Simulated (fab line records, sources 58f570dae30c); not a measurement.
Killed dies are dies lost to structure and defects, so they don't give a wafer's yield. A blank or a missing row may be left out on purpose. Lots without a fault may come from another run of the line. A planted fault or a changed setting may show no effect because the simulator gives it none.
One fault seen from 2 desks | flow berkeley_cmos170 | each desk has only its own numbers; what lay behind them comes last

THE METROLOGY DESK
What the gauges read, lot by lot, whatever tool the lot ran on: means of the sampled wafers that have a number. A lot is out of limits, marked OUT, if its mean lies more than 4 standard deviations from the usual mean; the brackets give that distance. Of its 10 readings 7 are shown: those that lie furthest out on some lot.
Columns: A = PWELL_TW at UCB170_PWELL_TW_MEAS_17, usual 381; B = WELLDRIVE_OXIDE_THK at UCB170_WELLDRIVE_THK_MEAS_02, usual 204 nm; C = ACTIVE_OXIDE_THK at UCB170_ACTIVE_THK_MEAS_03, usual 26.4 nm; D = ACTIVE_NITRIDE_THK at UCB170_ACTIVE_THK_MEAS_06, usual 220.9 nm; E = cd_nm at UCB170_ACTIVE_CD_MEAS_13, usual 1200.4 nm; F = ACTIVE_OVL at UCB170_ACTIVE_OVL_MEAS_14, usual -4 nm; G = cd_nm at UCB170_ACTIVE_CD_MEAS_90, usual 1200.3 nm
lot  | first seen here | A   | B   | C    | D     | E      | F   | G
L541 | day 4 04:28     | 376 | 206 | 26.4 | 220.2 | 1201.3 | -12 | 1201.5
L542 | day 4 14:52     | 387 | 201 | 26.4 | 218.0 | 1200.7 | -1  | 1200.7
L548 | day 5 21:59     | 375 | 202 | 27.1 | 222.1 | 1201.9 | -4  | 1201.9
L550 | day 6 09:06     | 384 | 207 | 26.7 | 221.3 | 1196.8 | 6   | 1197.0
L551 | day 6 17:29     | 383 | 213 | 27.1 | 224.3 | 1199.9 | -10 | 1199.7
L552 | day 6 17:56     | 381 | 211 | 27.3 | 223.0 | 1201.1 | -5  | 1201.0
L559 | day 8 10:01     | 382 | 207 | 26.4 | 216.6 | 1199.6 | -11 | 1199.5
This desk's finding: nothing out of limits on any of the 7 lots.

THE TOOL OWNER'S DESK: furnace-02
The tool's own readings at UCB170_ACTIVE_OXIDATION_02 (target thk 26.4 nm, ox time 1260 s): means of the sampled wafers that have a number, for each lot that ran on this tool. A lot is out of limits, marked OUT, if its mean lies more than 4 standard deviations from the usual mean; the brackets give that distance.
Columns: A = tube_center_temp_C_max at UCB170_ACTIVE_OXIDATION_02, usual 1002.6
lot  | first seen here | A
L541 | day 5 06:43     | 1002.4
L548 | day 7 02:53     | 1002.6
L550 | day 7 14:53     | 1002.8
L551 | day 7 14:53     | 1002.4
L552 | day 7 14:53     | 1002.5
This desk's finding: nothing out of limits on any of the 5 lots.

PUT TOGETHER
The metrology desk saw nothing out of limits.
The tool owner's desk saw nothing out of limits.

WHAT THE SIMULATOR HAD PUT IN
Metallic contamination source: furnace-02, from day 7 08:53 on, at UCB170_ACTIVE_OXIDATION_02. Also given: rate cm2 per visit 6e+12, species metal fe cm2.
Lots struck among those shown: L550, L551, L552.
